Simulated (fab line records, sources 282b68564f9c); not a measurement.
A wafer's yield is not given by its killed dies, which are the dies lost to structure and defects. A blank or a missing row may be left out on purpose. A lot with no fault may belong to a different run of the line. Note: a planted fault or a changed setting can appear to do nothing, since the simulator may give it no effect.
Lot-split experiment ; flow rit_cmos ; route with 202 steps; 3 lots, 13 wafers read

## THE SPLIT
At RIT_REOX_CLEAN_01 (cleans in dHF, time 30 s), the setting time_s was moved away from the recipe's 30 s on 10 of the 13 wafers read, by +4.7% to +12.1%. All remaining wafers had this setting at the recipe value.

## FROM THE SPLIT TO THE READING: what the file shows between them, 9 steps
- RIT_NLDD_IMPLANT_08 (also split here: energy_kev)
- RIT_SPACER_CVD_03: deposits Si3N4 from SiH2Cl2/NH3, target thk 250 nm, time 3300 s (also split here: temp_c)
- RIT_SPACER_THK_MEAS_04
- RIT_SPACER_ETCHBACK_05: etches Si3N4 in SF6/CHF3, stops on SiO2, target depth 250 nm, time 240 s
- RIT_PSD_COAT_01: resist thk 1000 nm (also split here: spin_rpm)
- RIT_PSD_SOFTBAKE_02: time 60 s
- RIT_PSD_EXPOSE_03: exposes mask M10, target cd 40900 nm
- RIT_PSD_DEVELOP_05: develop time 50 s
- RIT_PSD_HARDBAKE_07: time 60 s

## THE READING
etest.pldd.width_nm (the simulator's own value, which no gauge read), in nm, at RIT_M1_PROBE_99. There is no usual value for it anywhere in the file. The 3 wafers here that ran the recipe average 3148 nm, standard deviation 3.7 nm.

wafer;tool, chamber at the split;time_s as run, s;against the recipe;etest.pldd.width_nm, nm;against lot-mates on the recipe
L074.1;-, -;31.41;+4.7%;3180;no lot-mate on the recipe
L074.2;-, -;31.41;+4.7%;3199;no lot-mate on the recipe
L074.3;-, -;31.41;+4.7%;3202;no lot-mate on the recipe
L074.5;-, -;31.41;+4.7%;3184;no lot-mate on the recipe
L074.6;-, -;31.41;+4.7%;3186;no lot-mate on the recipe
L082.2;-, -;33.62;+12.1%;3258;no lot-mate on the recipe
L082.3;-, -;33.62;+12.1%;3243;no lot-mate on the recipe
L082.4;-, -;33.62;+12.1%;3238;no lot-mate on the recipe
L082.5;-, -;33.62;+12.1%;3235;no lot-mate on the recipe
L082.6;-, -;33.62;+12.1%;3252;no lot-mate on the recipe
L083.1;wet_bench-01, 2;30;recipe;3143;-
L083.5;wet_bench-01, 2;30;recipe;3148;-
L083.6;wet_bench-01, 2;30;recipe;3152;-

FIT RESULTS
A straight line over all 13 wafers: etest.pldd.width_nm changes by +7.95 nm for each +1% of time_s; r = +0.98; the points scatter about the line by 8.8 nm.
Too few moved wafers with a lot-mate on the recipe to fit a line net of each lot's own level.

## THE WHOLE CHAIN: every reading that the file lists as answering this split, in the file's order
step;what it does;reading;change (the file's fit);r (the file's)
RIT_M1_PROBE_99;;etest.nldd.width_nm (the simulator's own value, which no gauge read);+6.89 nm for each +1% of the setting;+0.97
RIT_M1_PROBE_99;;etest.pldd.width_nm (the simulator's own value, which no gauge read);+7.96 nm for each +1% of the setting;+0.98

## THE FILE'S OWN FIT
etest.pldd.width_nm changes by +7.96 nm for each +1% of time_s, r = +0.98.
